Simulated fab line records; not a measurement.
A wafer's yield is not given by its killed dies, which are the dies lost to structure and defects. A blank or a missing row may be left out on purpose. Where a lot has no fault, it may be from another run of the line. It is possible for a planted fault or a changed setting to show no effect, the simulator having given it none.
Which of the tools did it?	flow berkeleyCmos170	14 lots with 42 wafers sampled at 3 steps, on a route of 331 steps

== WHAT THE GAUGES READ, wafer by wafer ==
UCB170_CONTACT_CD_MEAS_15 targets a cd of 700 nm. Usual: cdNm reads 700.3 nm (standard deviation 1.6).
lot	measured	on	cdNm (nm)	flag
L605	day 7 03:40	cdSem-02	699.4 700.7 699.7	
L604	day 7 05:36	cdSem-02	700.0 699.1 699.7	
L608	day 7 17:40	cdSem-01	699.6 699.6 699.3	
L607	day 8 04:46	cdSem-01	701.2 701.1 700.9	
L610	day 8 05:50	cdSem-01	702.0 700.9 701.5	
L611	day 8 06:40	cdSem-01	701.3 699.0 700.7	
L612	day 8 15:53	cdSem-01	701.5 700.8 701.6	
L614	day 9 10:01	cdSem-02	701.6 702.7 702.5	
L616	day 9 14:59	cdSem-01	700.3 701.4 700.8	
L615	day 9 15:15	cdSem-01	701.8 701.6 701.1	
L620	day 10 02:31	cdSem-01	698.6 697.5 700.2	
L625	day 11 18:40	cdSem-01	700.9 701.4 701.1	
L626	day 11 20:32	cdSem-01	703.0 702.8 701.9	
L623	day 11 20:47	cdSem-01	698.1 698.7 698.7	

UCB170_V1_CD_MEAS_12 targets a cd of 700 nm. Usual: cdNm reads 700.1 nm (standard deviation 1.4).
lot	measured	on	cdNm (nm)	flag
L605	day 7 13:37	cdSem-01	700.3 699.4 702.2	
L604	day 7 14:01	cdSem-01	700.8 702.5 701.3	
L608	day 8 05:56	cdSem-02	698.9 698.4 698.7	
L607	day 8 16:14	cdSem-01	700.9 699.1 699.8	
L610	day 8 15:58	cdSem-02	698.4 699.2 700.3	
L611	day 8 16:24	cdSem-02	701.6 703.0 701.2	
L612	day 9 01:16	cdSem-01	700.1 698.9 702.5	
L614	day 9 17:23	cdSem-02	700.7 699.2 700.4	
L616	day 10 01:40	cdSem-01	700.7 700.6 699.4	
L615	day 10 00:53	cdSem-01	701.4 700.9 701.4	
L620	day 10 11:51	cdSem-02	700.1 698.8 699.5	
L625	day 12 07:41	cdSem-01	698.1 699.0 697.8	
L626	day 12 07:41	cdSem-02	699.2 700.0 699.4	
L623	day 12 07:58	cdSem-02	699.2 700.1 700.4	

UCB170_V1_CD_MEAS_90 targets a cd of 700 nm. Usual: cdNm reads 700.1 nm (standard deviation 1.7).
lot	measured	on	cdNm (nm)	flag
L605	day 7 14:02	cdSem-02	700.5 698.9 703.5	
L604	day 7 14:27	cdSem-02	701.2 702.4 700.8	
L608	day 8 06:22	cdSem-01	698.2 698.9 698.6	
L607	day 8 16:40	cdSem-02	701.2 698.9 700.2	
L610	day 8 16:27	cdSem-01	698.0 699.0 699.9	
L611	day 8 16:50	cdSem-01	701.1 702.9 702.5	
L612	day 9 01:41	cdSem-01	700.1 699.4 703.2	
L614	day 9 17:49	cdSem-02	700.3 699.9 700.9	
L616	day 10 02:07	cdSem-02	701.9 699.9 700.6	
L615	day 10 01:19	cdSem-02	701.6 701.4 702.2	
L620	day 10 12:17	cdSem-01	699.6 698.9 699.1	
L625	day 12 08:07	cdSem-01	697.6 697.6 698.9	
L626	day 12 08:08	cdSem-02	699.0 700.2 699.1	
L623	day 12 08:24	cdSem-01	700.6 700.2 700.4	

== WHAT TOOL EACH LOT RAN ON (gives the tool, then ch and the chambers of the sampled wafers, and finally the start) ==
There is no process step in the record ahead of these readings.

== AS READ BY THE TOOLS THEMSELVES (means over the sampled wafers that have a number; for cases with no such wafer, the mark the record gives instead) ==
The record holds no such reading with a usual standard deviation.

== THE ANSWER, worked out from the rows above alone ==
Rule: a lot is off if the mean of its wafers that have a number lies more than 3 standard deviations from the usual mean. Also off: a lot with no number at a reading for which 4 or more lots have one. The other lots that the step has rows for count as sound. Order of review: gauges by route order, followed by the tools' own readings, for which a lot's mean as printed above is used. The first step at which some lot is off is used, and at that step the reading that is off furthest; a lot without a number counts as furthest.
Across all readings shown, no lot is off: no conclusion can be drawn from this.

== WHAT WAS PUT IN BY THE SIMULATOR ==
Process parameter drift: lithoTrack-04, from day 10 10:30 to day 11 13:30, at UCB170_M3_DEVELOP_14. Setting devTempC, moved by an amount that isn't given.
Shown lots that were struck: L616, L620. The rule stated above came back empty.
